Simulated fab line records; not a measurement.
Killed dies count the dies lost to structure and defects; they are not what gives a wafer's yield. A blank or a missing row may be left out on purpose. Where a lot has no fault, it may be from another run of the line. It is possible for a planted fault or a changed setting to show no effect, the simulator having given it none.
fab line records | flow berkeleyCmos170 | part 2 of 2: steps 29 to 40 of 40
record lots=5 wafers=15 lastDay=12
route steps=331 shown NWELL@27 PWELL@34 WELLDRIVE@55 ACTIVE@60
lots that met no fault: taken from a fault-free run of the same line
startH: start of the lot's first displayed wafer, in hours after the record's first day | waitH: hours elapsed since this lot's preceding step | " unchanged from the row above | L1.1+2: one row covering several wafers at once | - value missing, or start not given | * or withheld: withheld | < > ~ a bound
route shown NAME@n: a module of which the file shows steps, and the number in the route of the first | usual: mean and standard deviation over wafers with no fault | same: alike in all rows | chamber/n: place in a boat | sites: readings site by site | _std_site: standard deviation across them | _edge_site: the outer-site mean with the inner-site mean subtracted | radiusMm: for every site, how far away it sits from the centre of the wafer | mask NAME#n: copy n | behind: tool/chamber where the wafer was last shaped | hold: why the lot went on hold/how many hours it stayed there/how the hold came to an end | device: which transistor (n, p or np) failed to switch | end of line: at the end of the route, the tests of the same wafers | a step without rows: its recipe alone | killed: dies that structure and defects cost at the first sort, which is not the same as the wafer's yield | map: the dies of a wafer, with x for killed, . for not killed, _ for no die there
set.NAME: the setting as run; set.NAME@STEP: as run at that earlier step | model.NAME: the simulator's own value behind a step, which no gauge read
lots at some steps of the route; a table a step, a row a wafer
services: the hour from which a tool's chamber was out of use, counted from the record's first day as startH (under 0 if before that day), plus the number of hours and why
## steps
# step UCB170_WELLDRIVE_CLEAN_00
# recipe chemistry=SPM tempC=120 timeS=600
# columns lot.wafer tool chamber startH waitH
L077.2+4+6 wetBench-03 0 71.07 0.0
L080.1+3+4 wetBench-03 2 84.42 0.2
L083.2+4+6 wetBench-03 1 108.82 0.2
L093.1+3+4 wetBench-03 3 147.32 0.0
L096.1+2+4 wetBench-03 2 166.48 0.0
# step UCB170_WELLDRIVE_OXIDATION_01
# recipe tempC=1100 ambient=O2 targetThkA=1990 oxTimeS=9000
# usual spikeTcSourceC=1123.8/2.1
# columns lot.wafer tool chamber startH waitH spikeTcSourceC
L077.2 furnace-02 0 74.19 3.0 1124.8
L077.4 " 0 " " 1123.1
L077.6 " 0 " " 1123.5
L080.1 furnace-02 0 86.98 2.4 1125.1
L080.3 " 0 " " 1125.0
L080.4 " 0 " " 1125.3
L083.2 furnace-02 0 110.69 1.7 1124.1
L083.4 " 0 " " 1125.0
L083.6 " 0 " " 1125.2
L093.1 furnace-02 0 149.99 2.5 1123.4
L093.3 " 0 " " 1125.5
L093.4 " 0 " " 1121.8
L096.1 furnace-01 0 169.56 2.9 1121.2
L096.2 " 0 " " 1122.4
L096.4 " 0 " " 1120.6
# step UCB170_WELLDRIVE_THK_MEAS_02
# recipe reads=SiO2_of_WELLDRIVE_OXIDATION_01
# usual WELLDRIVE_OXIDE_THK=199/3.3
# columns lot.wafer tool chamber startH waitH WELLDRIVE_OXIDE_THK[nm]
L077.2 filmMetro-01 - 77.70 0.0 200
L077.4 " - " " 199
L077.6 " - " " 200
L080.1 filmMetro-01 - 90.48 0.0 197
L080.3 " - " " 199
L080.4 " - " " 196
L083.2 filmMetro-02 - 114.20 0.0 208
L083.4 " - " " 205
L083.6 " - " " 205
L093.1 filmMetro-03 - 153.49 0.0 199
L093.3 " - " " 197
L093.4 " - " " 197
L096.1 filmMetro-01 - 173.06 0.0 201
L096.2 " - " " 199
L096.4 " - " " 199
# step UCB170_WELLDRIVE_ANNEAL_03
# recipe tempC=1100 timeS=900 ambient=N2
# usual spikeTcSourceC=1123.8/2.3
# columns lot.wafer tool chamber startH waitH spikeTcSourceC
L077.2 furnace-01 0 79.79 2.1 1121.6
L077.4 " 0 " " 1120.7
L077.6 " 0 " " 1121.2
L080.1 furnace-04 0 94.36 3.9 1126.8
L080.3 " 0 " " 1125.3
L080.4 " 0 " " 1125.8
L083.2 furnace-01 0 117.27 3.1 1120.0
L083.4 " 0 " " 1120.4
L083.6 " 0 " " 1122.1
L093.1 furnace-02 0 158.81 5.3 1124.5
L093.3 " 0 " " 1123.7
L093.4 " 0 " " 1124.6
L096.1 furnace-04 0 176.69 3.6 1126.5
L096.2 " 0 " " 1123.3
L096.4 " 0 " " 1125.2
# step UCB170_WELLDRIVE_WET_ETCH_04
# recipe chemistry=BOE dilution=5:1 target=SiO2 tempC=25 timeS=120
# columns lot.wafer tool chamber startH waitH
L077.2+4+6 wetBench-02 1 83.15 2.1
L080.1+3+4 wetBench-02 0 95.61 0.0
L083.2+4+6 wetBench-04 0 120.80 2.3
L093.1+3+4 wetBench-03 2 160.19 0.1
L096.1+2+4 wetBench-04 1 177.94 0.0
# step UCB170_ACTIVE_CLEAN_00
# recipe chemistry=SPM tempC=120 timeS=600
# columns lot.wafer tool chamber startH waitH
L077.2+4+6 wetBench-03 3 84.03 0.8
L080.1+3+4 wetBench-03 0 95.65 0.0
L083.2+4+6 wetBench-04 3 121.21 0.4
L093.1+3+4 wetBench-04 1 161.67 1.4
L096.1+2+4 wetBench-03 2 177.98 0.0
# step UCB170_ACTIVE_CLEAN_01
# recipe chemistry=dHF dilution=25:1 timeS=60
# columns lot.wafer tool chamber startH waitH
L077.2+4+6 wetBench-03 2 84.39 0.2
L080.1+3+4 wetBench-02 1 95.83 0.0
L083.2+4+6 wetBench-03 3 122.99 1.6
L093.1+3+4 wetBench-04 3 162.06 0.2
L096.1+2+4 wetBench-04 1 178.15 0.0
# step UCB170_ACTIVE_OXIDATION_02
# recipe tempC=1000 ambient=O2 targetThkA=264 oxTimeS=1260
# usual spikeTcSourceC=1023.4/1.3
# columns lot.wafer tool chamber startH waitH spikeTcSourceC
L077.2 furnace-03 0 84.68 0.3 1021.4
L077.4 " 0 " " 1022.4
L077.6 " 0 " " 1020.7
L080.1 furnace-04 0 99.11 3.3 1025.6
L080.3 " 0 " " 1023.7
L080.4 " 0 " " 1025.6
L083.2 furnace-02 0 124.52 1.5 1023.9
L083.4 " 0 " " 1023.0
L083.6 " 0 " " 1022.8
L093.1 furnace-02 0 167.56 5.5 1022.9
L093.3 " 0 " " 1025.0
L093.4 " 0 " " 1020.8
L096.1 furnace-02 0 182.01 3.8 1023.4
L096.2 " 0 " " 1023.9
L096.4 " 0 " " 1024.1
# step UCB170_ACTIVE_THK_MEAS_03
# recipe reads=SiO2_of_ACTIVE_OXIDATION_02
# usual ACTIVE_OXIDE_THK=26.3/0.47
# columns lot.wafer tool chamber startH waitH ACTIVE_OXIDE_THK[nm]
L077.2 filmMetro-04 - 86.04 0.0 26.7
L077.4 " - " " 26.5
L077.6 " - " " 26.4
L080.1 filmMetro-04 - 100.46 0.0 26.9
L080.3 " - " " 27.1
L080.4 " - " " 26.9
L083.2 filmMetro-01 - 125.88 0.0 25.9
L083.4 " - " " 26.0
L083.6 " - " " 25.9
L093.1 filmMetro-01 - 168.91 0.0 25.4
L093.3 " - " " 25.8
L093.4 " - " " 25.6
L096.1 filmMetro-01 - 183.36 0.0 27.3
L096.2 " - " " 27.3
L096.4 " - " " 27.2
# step UCB170_ACTIVE_ANNEAL_04
# recipe tempC=1000 timeS=900 ambient=N2
# usual spikeTcSourceC=1022.8/1.2
# columns lot.wafer tool chamber startH waitH spikeTcSourceC
L077.2 furnace-04 0 90.11 4.1 1023.6
L077.4 " 0 " " 1023.0
L077.6 " 0 " " 1023.7
L080.1 furnace-03 0 102.80 2.3 1021.1
L080.3 " 0 " " 1022.6
L080.4 " 0 " " 1022.2
L083.2 furnace-03 0 128.65 2.8 1022.2
L083.4 " 0 " " 1022.4
L083.6 " 0 " " 1022.7
L093.1 furnace-04 0 172.59 3.7 1023.5
L093.3 " 0 " " 1026.4
L093.4 " 0 " " 1024.6
L096.1 furnace-02 0 189.02 5.7 1023.8
L096.2 " 0 " " 1025.0
L096.4 " 0 " " 1021.0
# step UCB170_ACTIVE_CVD_05
# recipe material=Si3N4 targetThkNm=220 tempC=800 precursor=SiH2Cl2/NH3 timeS=3300 pressureMtorr=200 sih2cl2FlowSccm=25 nh3FlowSccm=75
# usual spikeTcSourceC=823.0/1
# columns lot.wafer tool chamber startH waitH spikeTcSourceC
L077.2 lpcvd-01 1 91.67 0.3 824.0
L077.4 " 1 " " 821.8
L077.6 " 1 " " 823.1
L080.1 lpcvd-02 0 104.05 0.0 822.9
L080.3 " 0 " " 824.8
L080.4 " 0 " " 824.4
L083.2 lpcvd-01 1 129.90 0.0 822.9
L083.4 " 1 " " 823.0
L083.6 " 1 " " 821.6
L093.1 lpcvd-02 1 173.84 0.0 822.5
L093.3 " 1 " " 822.6
L093.4 " 1 " " 822.1
L096.1 lpcvd-01 0 190.43 0.2 824.4
L096.2 " 0 " " 825.0
L096.4 " 0 " " 824.5
# step UCB170_ACTIVE_THK_MEAS_06
# recipe reads=Si3N4_of_ACTIVE_CVD_05
# usual ACTIVE_NITRIDE_THK=219.9/1.9
# columns lot.wafer tool chamber startH waitH ACTIVE_NITRIDE_THK[nm]
L077.2 filmMetro-04 - 93.59 0.0 222.2
L077.4 " - " " 219.5
L077.6 " - " " 222.6
L080.1 filmMetro-04 - 105.96 0.0 218.4
L080.3 " - " " 217.8
L080.4 " - " " 219.0
L083.2 filmMetro-02 - 131.82 0.0 218.1
L083.4 " - " " 216.8
L083.6 " - " " 218.1
L093.1 filmMetro-04 - 175.75 0.0 218.3
L093.3 " - " " 217.6
L093.4 " - " " 219.4
L096.1 filmMetro-02 - 192.34 0.0 223.0
L096.2 " - " " 222.2
L096.4 " - " " 223.7
## services
# columns tool chamber startH hours kind
implanter-02 - 25.36 5.4 repair
krfScanner-02 - 34.26 0.8 repair
krfScanner-01 - 36.10 0.8 pm
plasmaAsher-04 - 38.35 2.8 pm
krfScanner-02 - 49.26 0.8 pm
plasmaAsher-01 - 56.36 1.4 repair
implanter-02 - 60.99 1.5 repair
furnace-01 - 64.97 3.0 pm
furnace-03 - 65.15 3.1 pm
furnace-01 - 68.01 3.3 pm
implanter-02 - 88.51 1.6 repair
implanter-02 - 99.85 5.7 pm
wetBench-04 - 100.91 4.4 pm
krfScanner-02 - 128.44 5.9 repair
rieDiel-04 - 133.30 1.1 repair
krfScanner-02 - 154.96 1.0 pm
furnace-02 - 156.17 2.6 pm
plasmaAsher-02 - 157.02 1.9 repair
plasmaAsher-02 - 157.98 4.2 repair
rieDiel-04 2 159.62 23.3 repair
implanter-02 - 171.41 3.4 repair
rieDiel-04 1 172.90 39.9 repair
krfScanner-02 - 182.44 1.3 pm
furnace-03 - 183.20 2.7 pm
